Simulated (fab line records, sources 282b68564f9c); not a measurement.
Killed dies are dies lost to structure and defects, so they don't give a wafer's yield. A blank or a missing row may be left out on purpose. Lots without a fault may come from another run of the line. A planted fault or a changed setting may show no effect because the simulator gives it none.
A struck lot beside a sound one | flow rit_cmos | 14 steps out of a route of 202
Sound: wafers L149.2, L149.4, L149.5. Struck: wafer L138.2. (L138.1, L138.3 of the same lot were not struck and are left out.) The cause comes at the end.
At each step with rows: each side's tool, then ch and its chambers, then its first start. Under that, the readings that differ: sound wafers | struck wafers | difference of the means | sigmas: that difference in standard deviations of wafers without a fault.
alike: readings whose means differ by less than 2 such deviations, and words and numbers that are the same on both sides. not compared: withheld readings, readings that some wafer has no value for, bounds like >300 that may hide the same value, and numbers for which the record gives no deviation and whose values overlap.
The two part at a step that has a row with sigmas, a row that says differs or no value, or rows on one side only. Numbers that don't overlap but have no deviation are shown without sigmas and don't part them. A reading that every wafer of one side lacks parts them only if that side has two wafers or more.

first, 1 step without rows for these wafers: RIT_ACTIVE_OXIDATION_01 (target thk 46.8 nm, ox time 3360 s).
RIT_ACTIVE_THK_MEAS_02:
  sound on film_metro-03, day 5 02:14; struck on film_metro-04, day 2 18:58
  alike: ACTIVE_OXIDE_THK
then, 1 step without rows for these wafers: RIT_ACTIVE_CVD_03 (deposits Si3N4 from SiH2Cl2/NH3, target thk 150 nm, time 1500 s).
RIT_ACTIVE_THK_MEAS_04:
  sound on film_metro-01, day 5 03:43; struck on film_metro-01, day 2 20:26
  alike: ACTIVE_NITRIDE_THK
then, 6 steps without rows for these wafers: RIT_ACTIVE_HMDS_05 (prime time 60 s); RIT_ACTIVE_COAT_06 (resist thk 1000 nm); RIT_ACTIVE_SOFTBAKE_07 (time 60 s); RIT_ACTIVE_EXPOSE_08 (exposes mask M1, target cd 1400 nm); RIT_ACTIVE_PEB_09; RIT_ACTIVE_DEVELOP_10 (develop time 50 s).
RIT_ACTIVE_CD_MEAS_11: target cd 1400 nm.
  sound on cd_sem-02, day 5 04:46; struck on cd_sem-01, day 2 21:28
  alike: cd_nm
then, 1 step without rows for these wafers: RIT_ACTIVE_HARDBAKE_12 (time 60 s).
RIT_ACTIVE_ETCH_13: etches Si3N4 in SF6, stops on SiO2, time 210 s, target depth 210 nm.
  sound on rie_diel-02 ch 0,2,3, day 5 05:01; struck on rie_diel-02 ch 1, day 2 21:44
  reading                                       | sound             | struck | difference | sigmas
  model.NOVOLAK_of_ACTIVE_COAT_06.thk_nm (nm)   | 649.5 658 648.4   | 515.2  | -136.8     |
  model.ACTIVE.feature_depth_nm (nm)            | 154.7 151.7 153   | 196.5  | +43.4      |
  model.SiO2_of_ACTIVE_OXIDATION_01.thk_nm (nm) | 43.93 45.07 44.96 | 0      | -45        |
  alike: drypump_motor_current_A, oes_product_au, throttle_valve_pct
  not compared: rf_hours_counter_h
RIT_ACTIVE_STRIP_14: strips in O2, time 180 s.
  sound on plasma_asher-03 ch 0,1, day 5 05:08; struck on plasma_asher-02 ch 0, day 2 21:52
  alike: drypump_motor_current_A
  not compared: rf_hours_counter_h

WHERE THEY PART
Nowhere in this record.

WHY: what the simulator had put in
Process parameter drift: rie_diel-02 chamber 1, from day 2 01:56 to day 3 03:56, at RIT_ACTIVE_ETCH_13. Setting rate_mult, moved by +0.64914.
